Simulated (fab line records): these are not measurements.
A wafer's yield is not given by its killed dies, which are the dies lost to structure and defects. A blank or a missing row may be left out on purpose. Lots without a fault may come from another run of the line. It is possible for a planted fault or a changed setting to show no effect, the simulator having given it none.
Split-lot trial ; flow ritCmos ; route with 202 steps; 5 lots, 23 wafers read

ABOUT THE SPLIT
At RIT_NLDD_IMPLANT_08, the setting doseCm2 was moved away from the recipe's 5e+14 on 5 of the 23 wafers read, by -5.6% to +7.0%. All remaining wafers had this setting at the recipe value.

FROM THE SPLIT ON TO THE READING: in between, the file shows 1 step
- RIT_NLDD_STRIP_09: strips in O2, time 180 s

THE READING
NLDD_TW, at RIT_NLDD_TW_MEAS_10. On this fab line, fault-free wafers typically give 2474 with a standard deviation of 21.

wafer;tool, chamber at the split;doseCm2 as run;against the recipe;NLDD_TW;against lot-mates on the recipe
L079.1;implanter-04, 0;4.722e+14;-5.6%;2422;-52
L079.2;implanter-04, 0;4.722e+14;-5.6%;2430;-44
L079.3;implanter-04, 0;4.722e+14;-5.6%;2425;-48
L079.4;implanter-04, 0;5e+14;recipe;2477;-
L079.6;implanter-04, 0;5e+14;recipe;2470;-
L080.1;implanter-03, 0;5.35e+14;+7.0%;2503;+45
L080.3;implanter-03, 0;5e+14;recipe;2443;-
L080.4;implanter-03, 0;5.35e+14;+7.0%;2522;+64
L080.5;implanter-03, 0;5e+14;recipe;2465;-
L080.6;implanter-03, 0;5e+14;recipe;2467;-
L081.1;implanter-03, 0;5e+14;recipe;2451;-
L081.2;implanter-03, 0;5e+14;recipe;2481;-
L081.3;implanter-03, 0;5e+14;recipe;2474;-
L081.5;implanter-03, 0;5e+14;recipe;2459;-
L081.6;implanter-03, 0;5e+14;recipe;2487;-
L083.1;implanter-04, 0;5e+14;recipe;2472;-
L083.2;implanter-04, 0;5e+14;recipe;2482;-
L083.3;implanter-04, 0;5e+14;recipe;2465;-
L084.1;implanter-04, 0;5e+14;recipe;2484;-
L084.2;implanter-04, 0;5e+14;recipe;2487;-
L084.3;implanter-04, 0;5e+14;recipe;2472;-
L084.5;implanter-04, 0;5e+14;recipe;2487;-
L084.6;implanter-04, 0;5e+14;recipe;2470;-

FIT RESULTS
A straight line over all 23 wafers: NLDD_TW changes by +7 for each +1% of doseCm2; r = +0.87; the points scatter about the line by 12.
The same after taking each lot's own level away (the mean of its wafers on the recipe; 23 wafers): +8.15 for each +1%; r = +0.93; scatter 9.6.
Per that fit: largest doseCm2 move, reading shift of 57.
Across the lots, their own levels run from 2458.3 to 2480.0, a range of 1.0 times the standard deviation given above.
So the slope is not independent of the lot-to-lot level: the two fits are not the same.
Check: for one of the wafers moved furthest among these (+7.0%), held out of the fit, the line's prediction against its lot-mates is +61.8. It came out at +44.7 against them.

OTHER SPLITS ON THESE WAFERS
Note: prior to the reading, these wafers also went through further splits. Each is held against what the fit with the lots' levels taken away leaves over:
other split on the same wafers;wafers away from the commonest value;r with NLDD_TW (lot level and that fit taken away)
RIT_ACTIVE_CVD_03 nh3FlowSccm;15;-0.04
RIT_ACTIVE_DEVELOP_10 devTempC;8;+0.06
RIT_FOX2_OXIDATION_00 tempC;18;-0.02
RIT_NWELL_COAT_01 spinRpm;6;+0.01
RIT_NWELL_IMPLANT_08 energyKev;11;-0.15
RIT_PRETRO_IMPLANT_08 energyKev;5;-0.11
RIT_GATE_OXIDATION_05 tempC;18;+0.00
RIT_GATE_DEVELOP_15 devTempC;8;+0.00
RIT_NLDD_COAT_01 resistThkNm;7;-0.06

THE FILE'S OWN FIT
NLDD_TW changes by +8.08 for each +1% of doseCm2, r = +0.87.
